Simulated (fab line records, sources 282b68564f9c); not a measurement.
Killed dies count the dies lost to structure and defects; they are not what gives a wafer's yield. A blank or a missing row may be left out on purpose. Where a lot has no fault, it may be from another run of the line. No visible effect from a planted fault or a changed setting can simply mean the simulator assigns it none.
Which tool was responsible? + flow ritCmos + 14 lots with 42 wafers sampled at 2 steps, on a route of 202 steps

## WHAT EACH GAUGE READ, for each wafer
RIT_FOX2_THK_MEAS_01.
| lot  | measured    | on           | FOX2_OXIDE_THK (nm) |
|------|-------------|--------------|---------------------|
| L309 | day 1 18:28 | filmMetro-01 | 345 348 352         |
| L310 | day 2 00:30 | filmMetro-02 | 349 351 348         |
| L311 | day 2 05:41 | filmMetro-01 | 351 357 363         |
| L313 | day 2 15:53 | filmMetro-04 | 351 349 350         |
| L314 | day 2 19:26 | filmMetro-02 | 357 363 359         |
| L315 | day 3 01:01 | filmMetro-01 | 346 344 348         |
| L316 | day 3 08:07 | filmMetro-01 | 347 347 352         |
| L317 | day 3 13:07 | filmMetro-01 | 360 359 361         |
| L320 | day 4 01:28 | filmMetro-01 | 370 363 362         |
| L321 | day 4 06:22 | filmMetro-02 | 342 350 347         |
| L325 | day 5 02:34 | filmMetro-01 | 359 362 361         |
| L326 | day 5 07:26 | filmMetro-04 | 358 360 355         |
| L330 | day 6 03:26 | filmMetro-04 | 357 358 354         |
| L332 | day 6 13:23 | filmMetro-04 | 341 346 346         |

RIT_PWELL_OVL_MEAS_06.
| lot  | measured    | on         | PWELL_OVL (nm) |
|------|-------------|------------|----------------|
| L309 | day 1 21:50 | overlay-01 | -0.9 0.9 0.2   |
| L310 | day 2 03:56 | overlay-02 | -0.8 -1.8 -1.3 |
| L311 | day 2 09:15 | overlay-01 | 0.4 -1.2 0.1   |
| L313 | day 2 19:25 | overlay-02 | 0.6 1.3 -1.0   |
| L314 | day 2 23:02 | overlay-01 | -2.5 -3.8 -2.9 |
| L315 | day 3 04:32 | overlay-02 | -2.1 -2.4 -3.2 |
| L316 | day 3 11:30 | overlay-01 | 0.1 1.2 0.2    |
| L317 | day 3 16:29 | overlay-01 | -3.4 -3.9 -6.5 |
| L320 | day 4 04:50 | overlay-02 | 0.4 -0.6 -0.9  |
| L321 | day 4 09:54 | overlay-02 | -1.2 -0.8 -1.4 |
| L325 | day 5 06:08 | overlay-02 | -1.9 -1.9 -2.0 |
| L326 | day 5 10:56 | overlay-02 | -3.4 -3.4 -2.7 |
| L330 | day 6 06:53 | overlay-02 | -0.2 1.4 -1.2  |
| L332 | day 6 16:46 | overlay-02 | -1.0 -1.0 -0.7 |

## EACH LOT AND THE TOOL THAT RAN IT (in order: tool; ch and the chambers of the sampled wafers; start)
The record shows no process step preceding these readings.

## WHAT THE TOOLS THEMSELVES READ (means of the sampled wafers that have a number; where no wafer has one, the mark that the record gives instead)
The record holds no such reading with a usual standard deviation.

## THE ANSWER, worked out from the rows above alone
Rule: usual is defined by the lots themselves. Put in order of their means at a reading, lots are off if they are a third of the lots or fewer, leave a main group of 4 or more, and stand apart from it by a gap of 3 or more times the standard deviation of the main group's means; of several such gaps the widest counts. The tables above print the reading to a certain number of digits; a main group whose means all agree to those digits is not used. Also off: a lot with no number at a reading for which 4 or more lots have one. All remaining lots with rows at the step are treated as sound. First the gauges in route order, then the tools' own readings, where a lot's mean is used as printed above. The first step at which some lot is off is used, and at that step the reading that is off furthest; a lot without a number counts as furthest.
No lot is off on any of the readings shown, so nothing can be concluded from this.

## WHAT THE SIMULATOR PUT IN
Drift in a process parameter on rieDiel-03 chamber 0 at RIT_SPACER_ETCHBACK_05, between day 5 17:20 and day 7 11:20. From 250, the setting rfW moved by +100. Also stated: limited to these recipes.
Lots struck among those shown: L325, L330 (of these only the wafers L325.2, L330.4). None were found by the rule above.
